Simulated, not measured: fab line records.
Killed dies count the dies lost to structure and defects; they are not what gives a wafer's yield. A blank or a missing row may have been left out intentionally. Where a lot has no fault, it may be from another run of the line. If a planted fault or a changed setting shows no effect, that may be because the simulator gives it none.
The tool behind it: which one? ; flow berkeley cmos170 ; Sampling: 14 lots, 42 wafers, 2 of 331 route steps

## WHAT THE GAUGES READ, wafer by wafer
UCB170_PSD_TW_MEAS_10.
lot;measured;on;PSD_TW
L580;day 6 22:36;film metro-03;2353 2348 2342
L581;day 6 22:48;film metro-02;2303 2306 2308
L584;day 7 06:29;film metro-03;2338 2332 2338
L582;day 7 06:38;film metro-03;2342 2335 2344
L583;day 7 06:46;film metro-02;2304 2289 2298
L585;day 7 20:37;film metro-03;2324 2334 2339
L586;day 7 20:45;film metro-01;2342 2337 2335
L587;day 8 01:08;film metro-02;2292 2289 2294
L589;day 8 02:06;film metro-03;2320 2333 2327
L588;day 8 02:22;film metro-02;2288 2286 2292
L591;day 8 20:20;film metro-03;2341 2362 2349
L600;day 10 16:22;film metro-03;30 30 30
L601;day 10 16:31;film metro-03;30 30 30
L602;day 10 16:51;film metro-01;2319 2341 2313

## TOOL THAT RAN EACH LOT (tool first, then ch and the chambers of the sampled wafers, then the start)
lot;UCB170_PSD_DEVELOP_05
L580;litho track-01 ch 0, day 6 22:00
L581;litho track-04 ch 0, day 6 22:00
L584;litho track-02 ch 0, day 7 05:00
L582;litho track-01 ch 0, day 7 06:00
L583;litho track-04 ch 0, day 7 06:00
L585;litho track-04 ch 0, day 7 20:00
L586;litho track-02 ch 0, day 7 20:00
L587;litho track-02 ch 0, day 8 00:00
L589;litho track-04 ch 0, day 8 01:00
L588;litho track-01 ch 0, day 8 01:00
L591;litho track-02 ch 0, day 8 19:00
L600;litho track-02 ch 0, day 10 15:00
L601;litho track-02 ch 0, day 10 15:00
L602;litho track-01 ch 0, day 10 16:00
- UCB170_PSD_DEVELOP_05: develop time 45 s.

## WHAT THE TOOLS THEMSELVES READ (means of the sampled wafers that have a number; where no wafer has one, the mark that the record gives instead)
The record holds no such reading with a usual standard deviation.

## THE ANSWER, worked out from the rows above alone
Rule: usual is defined by the lots themselves. Put in order of their means at a reading, lots are off if they are a third of the lots or fewer, leave a main group of 4 or more, and stand apart from it by a gap of 3 or more times the standard deviation of the main group's means; of several such gaps the widest counts. The tables above print the reading to a certain number of digits; a main group whose means all agree to those digits is not used. Also off: a lot with no number at a reading for which 4 or more lots have one. Where the step has rows for the other lots, those lots are counted as sound. The gauges are gone through in route order, then the tools' own readings, and for those a lot's mean is taken as printed above. The first step at which some lot is off is used, and at that step the reading that is off furthest; a lot without a number counts as furthest.
Off: at UCB170_PSD_TW_MEAS_10 (PSD_TW), L600, L601. Mean 2323 and standard deviation 21 in the main group.
A tool fits if, at a process step before that reading, it ran every lot that is off, and no sound lot after the first of them. Gauges at UCB170_PSD_TW_MEAS_10: tried the same way as those tools. This does not decide it: 2 tools fit, namely litho track-02 at UCB170_PSD_DEVELOP_05 and film metro-03 at UCB170_PSD_TW_MEAS_10.

## WHAT THE SIMULATOR HAD INSERTED
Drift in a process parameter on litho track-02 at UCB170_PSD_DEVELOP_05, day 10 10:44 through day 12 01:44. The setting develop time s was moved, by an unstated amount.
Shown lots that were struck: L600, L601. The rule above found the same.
